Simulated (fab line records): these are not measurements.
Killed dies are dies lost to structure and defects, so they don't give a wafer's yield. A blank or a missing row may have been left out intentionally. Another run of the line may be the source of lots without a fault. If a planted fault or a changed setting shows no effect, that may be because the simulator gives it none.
Tool commonality check ; flow berkeley_cmos170 ; Sampled: 14 lots, 42 wafers

THE REASON FOR OPENING IT
2 of 14 lots carry a flag on the reading PLDD_TW at UCB170_PLDD_TW_MEAS_11. Fault-free wafers read 1018, with a standard deviation of 7.3.
Rule: a lot is flagged when every wafer of it that has a number lies more than 4 standard deviations from that mean, or none has a number. All remaining lots are regarded as sound.

lot;measured;on;PLDD_TW, wafer by wafer;flag
L411;day 7 01:17;film_metro-03;1015 1018 1014;
L413;day 7 03:22;film_metro-01;1022 1017 1021;
L415;day 8 01:10;film_metro-01;1029 1023 1027;
L417;day 8 08:47;film_metro-01;1023 1021 1024;
L418;day 8 10:22;film_metro-03;1055 1056 1060;FLAGGED
L422;day 9 02:26;film_metro-03;1017 1017 1017;
L423;day 9 02:55;film_metro-03;1009 1009 1014;
L420;day 9 03:03;film_metro-03;1058 1058 1064;FLAGGED
L425;day 9 18:03;film_metro-03;1015 1013 1014;
L424;day 10 05:17;film_metro-01;1029 1023 1029;
L428;day 10 10:20;film_metro-02;1005 1005 1007;
L432;day 10 16:02;film_metro-01;1024 1026 1027;
L430;day 10 17:01;film_metro-02;1004 1003 1007;
L433;day 11 11:11;film_metro-02;1013 1008 1015;
On average the flagged lots' numbers are 1058, which is +40 against the usual, or +6 standard deviations.

TOOL THAT RAN EACH LOT
The record holds 1 process step before the reading, out of a route of 331 steps. Every cell lists first the tool, next ch and the chambers used by the sampled wafers, and last the start.
lot;flag;UCB170_PLDD_IMPLANT_08
L411;;implanter-01 ch 0, day 7 00:54
L413;;implanter-01 ch 0, day 7 02:58
L415;;implanter-02 ch 0, day 8 00:47
L417;;implanter-04 ch 0, day 8 08:23
L418;FLAGGED;implanter-01 ch 0, day 8 09:58
L422;;implanter-02 ch 0, day 9 02:03
L423;;implanter-04 ch 0, day 9 02:31
L420;FLAGGED;implanter-01 ch 0, day 9 02:39
L425;;implanter-04 ch 0, day 9 17:39
L424;;implanter-02 ch 0, day 10 04:53
L428;;implanter-04 ch 0, day 10 09:57
L432;;implanter-02 ch 0, day 10 15:40
L430;;implanter-02 ch 0, day 10 16:37
L433;;implanter-04 ch 0, day 11 10:47
What the steps here do:
- UCB170_PLDD_IMPLANT_08
- UCB170_PLDD_TW_MEAS_11

FLAGGED AGAINST TOTAL, ONE TOOL AT A TIME (gauges that did the reading follow at the end)
step;tool;lots run;flagged;share of the flagged lots;sound lots run after its first flagged lot
UCB170_PLDD_IMPLANT_08;implanter-01;4;2;all;0
UCB170_PLDD_IMPLANT_08;implanter-02;5;0;none;-
UCB170_PLDD_IMPLANT_08;implanter-04;5;0;none;-
UCB170_PLDD_TW_MEAS_11;film_metro-01;5;0;none;-
UCB170_PLDD_TW_MEAS_11;film_metro-02;3;0;none;-
UCB170_PLDD_TW_MEAS_11;film_metro-03;6;2;all;3 (L422,L423,L425)

WHAT IS ALLOWED BY THE TABLE
implanter-01 at UCB170_PLDD_IMPLANT_08 and film_metro-03 at UCB170_PLDD_TW_MEAS_11 are the 2 rows of the table that ran each flagged lot.
- implanter-01 at UCB170_PLDD_IMPLANT_08 ran 4 lots, 2 of them flagged. It ran its last sound lot, L413, at day 7 02:58 and its first flagged lot, L418, at day 8 09:58: a fault with its onset between the two fits. Its own readings lie more than 4 standard deviations out on every wafer of the flagged lots: dose_ions_cm2, faraday_current_uA.
- film_metro-03 at UCB170_PLDD_TW_MEAS_11 ran 6 lots, 2 of them flagged. Lots that were sound ran on it after the first flagged one (L422, L423, L425); a persistent fault on the entire tool would not allow that.
What remains is a single tool, implanter-01 at UCB170_PLDD_IMPLANT_08.

WHAT THE SIMULATOR HAD PUT IN
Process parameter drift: implanter-01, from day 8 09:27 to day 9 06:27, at UCB170_PLDD_IMPLANT_08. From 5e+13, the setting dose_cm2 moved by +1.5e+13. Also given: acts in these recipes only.
Lots struck among those shown: L418, L420. The same result came from the rule above.
